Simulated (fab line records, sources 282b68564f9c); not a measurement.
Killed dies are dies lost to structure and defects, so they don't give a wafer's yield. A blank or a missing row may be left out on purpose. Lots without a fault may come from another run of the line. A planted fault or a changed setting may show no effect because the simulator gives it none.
A struck lot beside a sound one | flow rit_cmos | 27 steps out of a route of 202
Sound: wafers L532.3, L532.4, L532.5. Struck: wafer L544.5. (L544.2, L544.6 of the same lot were not struck and are left out.) The cause comes at the end.
At each step with rows: each side's tool, then ch and its chambers, then its first start. Under that, the readings that differ: sound wafers | struck wafers | difference of the means | sigmas: that difference in standard deviations of wafers without a fault.
alike: readings whose means differ by less than 2 such deviations, and words and numbers that are the same on both sides. not compared: withheld readings, readings that some wafer has no value for, bounds like >300 that may hide the same value, and numbers for which the record gives no deviation and whose values overlap.
The two part at a step that has a row with sigmas, a row that says differs or no value, or rows on one side only. Numbers that don't overlap but have no deviation are shown without sigmas and don't part them. A reading that every wafer of one side lacks parts them only if that side has two wafers or more.

RIT_SDANNEAL_RTA_03: time 5 s.
  sound on rtp_anneal-01 ch 0, day 3 18:29; struck on rtp_anneal-01 ch 0, day 6 09:13
  alike: wafer_temp_C_max
RIT_SDANNEAL_RS_MEAS_04: measures by four-point-probe.
  sound on film_metro-04, day 3 18:34; struck on film_metro-04, day 6 09:17
  alike: PSD_RS
RIT_SDANNEAL_RS_MEAS_05: measures by four-point-probe.
  sound on film_metro-04, day 3 18:41; struck on film_metro-04, day 6 09:24
  alike: NSD_RS
RIT_SDANNEAL_RS_MEAS_06: measures by four-point-probe.
  sound on film_metro-04, day 3 18:49; struck on film_metro-04, day 6 09:31
  alike: PLDD_RS
RIT_SDANNEAL_RS_MEAS_07: measures by four-point-probe.
  sound on film_metro-04, day 3 18:56; struck on film_metro-04, day 6 09:38
  alike: NLDD_RS
then, 1 step without rows for these wafers: RIT_SILICIDE_WET_ETCH_00 (etches SiO2 in BOE, target depth 14 nm, time 15 s).
RIT_SILICIDE_SPUTTER_01: material Ti, target thk 30 nm, time 240 s.
  sound on pvd_sputter-01, day 3 19:01; struck on pvd_sputter-01, day 6 09:45
  alike: cathode_dc_power_W, throttle_valve_pct
RIT_SILICIDE_RS_MEAS_02: measures by four-point-probe.
  sound on film_metro-04, day 3 19:13; struck on film_metro-01, day 6 09:55
  alike: SILICIDE_TI_RS
RIT_SILICIDE_THK_MEAS_03: measures by xrf.
  sound on film_metro-04, day 3 19:19; struck on film_metro-01, day 6 10:02
  alike: SILICIDE_TI_THK
RIT_SILICIDE_RTA_04: time 10 s, ramp up 5 s, ramp down 5 s.
  sound on rtp_anneal-02 ch 0, day 3 19:22; struck on rtp_anneal-01 ch 0, day 6 10:05
  reading          | sound             | struck | difference | sigmas
  wafer_temp_C_max | 651.7 652.1 651.7 | 654.8  | +3.0       | +2
then, 1 step without rows for these wafers: RIT_SILICIDE_WET_ETCH_05 (etches Ti in SPM, time 120 s).
RIT_SILICIDE_RTA_06: time 10 s, ramp up 5 s, ramp down 10 s.
  sound on rtp_anneal-01 ch 0, day 3 19:31; struck on rtp_anneal-02 ch 0, day 6 10:12
  alike: wafer_temp_C_max
RIT_CONTACT_CVD_00: deposits SiO2 from TEOS, target thk 400 nm, time 62.96 s.
  sound on pecvd-01 ch 0,1,2, day 3 19:34; struck on pecvd-01 ch 2, day 6 10:16
  reading                                  | sound             | struck | difference | sigmas
  model.SiO2_of_CONTACT_CVD_00.thk_nm (nm) | 419.3 420.4 422.5 | 594.4  | +173.7     |
  alike: heater_power_w
RIT_CONTACT_THK_MEAS_01:
  sound on film_metro-02, day 3 19:38; struck on film_metro-02, day 6 10:33
  reading               | sound       | struck | difference | sigmas
  CONTACT_TEOS_THK (nm) | 419 421 423 | 594    | +173       | +32
  not compared: hold
then, 5 steps without rows for these wafers: RIT_CONTACT_COAT_03 (resist thk 1000 nm); RIT_CONTACT_SOFTBAKE_04 (time 60 s); RIT_CONTACT_EXPOSE_05 (exposes mask M11, target cd 1000 nm); RIT_CONTACT_PEB_06; RIT_CONTACT_DEVELOP_07 (develop time 120 s).
RIT_CONTACT_CD_MEAS_08: target cd 1000 nm.
  sound on cd_sem-02, day 3 20:49; struck on cd_sem-01, day 6 14:02
  alike: cd_nm
RIT_CONTACT_OVL_MEAS_09:
  sound on overlay-01, day 3 20:54; struck on overlay-01, day 6 14:08
  alike: CONTACT_OVL
then, 1 step without rows for these wafers: RIT_CONTACT_HARDBAKE_10 (time 60 s).
RIT_CONTACT_ETCH_11: etches SiO2 in CHF3/CF4/Ar, stops on TiSi2, target depth 480 nm, time 335 s.
  sound on rie_diel-02 ch 0,1,3, day 3 21:04; struck on rie_diel-02 ch 1, day 6 14:19
  reading                             | sound             | struck | difference | sigmas
  model.etch.depth_nm (nm)            | 419.3 420.4 422.5 | 508    | +87        |
  model.CONTACT.feature_depth_nm (nm) | 419.3 420.4 422.5 | 508    | +87        |
  alike: CHF3_flow_sccm, drypump_motor_current_A, oes_product_au, throttle_valve_pct
  not compared: rf_hours_counter_h
RIT_CONTACT_STRIP_12: strips in O2, time 180 s.
  sound on plasma_asher-03 ch 0,1, day 3 21:20; struck on plasma_asher-03 ch 0, day 6 14:31
  alike: drypump_motor_current_A, rf_refl_power_W
  not compared: rf_hours_counter_h
RIT_CONTACT_CD_MEAS_90: target cd 1000 nm.
  sound on cd_sem-01, day 3 21:29; struck on cd_sem-02, day 6 14:43
  alike: cd_nm
RIT_CONTACT_CLEAN_13: cleans in SC1, time 600 s.
  sound on wet_bench-04 ch 2, day 3 21:34; struck on wet_bench-04 ch 0, day 6 14:58
  reading                                  | sound             | struck | difference | sigmas
  model.SiO2_of_CONTACT_CVD_00.thk_nm (nm) | 415.2 416.3 418.4 | 590.3  | +173.7     |
then, 1 step without rows for these wafers: RIT_CONTACT_CLEAN_14 (cleans in SC2, time 600 s).

WHERE THEY PART
First at RIT_SILICIDE_RTA_04; last, within this record, at RIT_CONTACT_THK_MEAS_01. Later steps at which nothing parts them and some readings are alike: RIT_CONTACT_CD_MEAS_08, RIT_CONTACT_OVL_MEAS_09, RIT_CONTACT_ETCH_11, RIT_CONTACT_STRIP_12, RIT_CONTACT_CD_MEAS_90.

WHY: what the simulator had put in
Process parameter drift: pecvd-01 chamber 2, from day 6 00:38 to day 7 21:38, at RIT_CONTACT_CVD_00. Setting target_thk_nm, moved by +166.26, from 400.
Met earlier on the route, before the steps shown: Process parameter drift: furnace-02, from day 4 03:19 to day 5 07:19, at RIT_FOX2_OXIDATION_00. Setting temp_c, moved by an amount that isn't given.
